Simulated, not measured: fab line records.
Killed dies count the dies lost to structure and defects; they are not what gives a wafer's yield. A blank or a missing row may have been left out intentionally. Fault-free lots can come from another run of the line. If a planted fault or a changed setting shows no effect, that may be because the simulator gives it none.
Problem report in the 8D (eight disciplines) form, filled by code || flow rit cmos || the parts of the form that need people (team, actions taken, sign-off) are left out

1. THE ISSUE
Mean of killed at front end at RIT_M1_PROBE_99: 26 across 2 wafers in 2 lots; on wafers with no fault it is 7 (standard deviation 3.1). Relative to the usual mean, that is a shift of +6.0 standard deviations.
First seen on wafer L801.6, day 7 04:55, on prober-01. Wafers with a number at this step in the record: 42, from 14 lots. Rule for "out" (also "out of limits"): further than 4 standard deviations from the usual mean. The rest of the wafers with a number are treated as sound.

2. WHAT IT IS AND WHAT IT IS NOT
{"question": "which readings at this step", "is": "killed at front end, killed dies, killed on rim", "is not": "killed at contacts, killed open, killed short"}
{"question": "which lots", "is": "L801, L803", "is not": "L789, L790, L791, L792, L793, L794, L795, L796, L797, L804, L808, L811"}
{"question": "which wafers of those lots", "is": "L801.6, L803.5", "is not": "L801.1, L801.5, L803.3, L803.4"}
{"question": "read on which tools", "is": "prober-01, prober-02", "is not": "-"}
{"question": "when", "is": "from day 7 04:55", "is not": "up to then (29 sound wafers); but 11 sound wafers of L803, L804, L808, L811 came after"}

3. SUSPECTS, AND WHAT RULES EACH OUT
Counting: any tool at a process step up to the reading remains a suspect provided it ran every lot that is out. Sound lots after the first of them don't rule it out here, since some wafers of a struck lot are sound.
- rie diel-02 at RIT_ACTIVE_ETCH_13 (etches Si3N4 in SF6, stops on SiO2, time 210 s, target depth 210 nm): kept. Every lot that is out went through it, the first being L801 (day 4 16:39); the last sound lot it ran before that was L797 (day 3 15:19).
- In rie diel-02 at RIT_ACTIVE_ETCH_13, the wafers that are out were processed in chamber 2 and their sound lot-mates in chambers 1, 3.
Remaining after the count: rie diel-02 at RIT_ACTIVE_ETCH_13.

4. THE CAUSE (what the simulator had put in)
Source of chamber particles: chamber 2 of rie diel-02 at RIT_ACTIVE_ETCH_13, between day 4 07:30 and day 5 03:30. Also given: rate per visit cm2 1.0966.
After counting, this tool was the only one left.

5. THE CHAIN OF EFFECTS, in route order
One row per reading whose mean, taken over the struck wafers that have a number, lies over 3 standard deviations from the usual. Only readings for which the record gives a usual standard deviation are gone through. hours: the time from each lot's start at the first step in this table that gives one to its start at this step, as a median over the lots. sigmas: the change in usual standard deviations.
{"hours": 0, "step": "RIT_M1_PROBE_99", "reading": "killed at front end", "usual": 7, "on struck wafers": 26, "change": "+18", "sigmas": "+6.0"}
{"hours": 0, "step": "RIT_M1_PROBE_99", "reading": "killed dies", "usual": 7, "on struck wafers": 26, "change": "+18", "sigmas": "+5.8"}
{"hours": 0, "step": "RIT_M1_PROBE_99", "reading": "killed on rim", "usual": 1.9, "on struck wafers": 10.5, "change": "+8.6", "sigmas": "+5.7"}
Here are the process steps it includes:
- RIT_M1_PROBE_99

6. HOW IT WOULD HAVE BEEN CAUGHT EARLIER
The fault began at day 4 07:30; the first out-of-limits reading in this record came at day 7 04:55, 69 hours later.
No tool reading at RIT_ACTIVE_ETCH_13 that has a usual standard deviation in the record was out on any struck wafer, so an alarm limit of 4 standard deviations on those readings would not have fired.
The start of RIT_ACTIVE_ETCH_13 on rie diel-02 came by day 7 04:55 for every one of the lots that are out (2). None of them would have been spared by holding the tool at that moment.
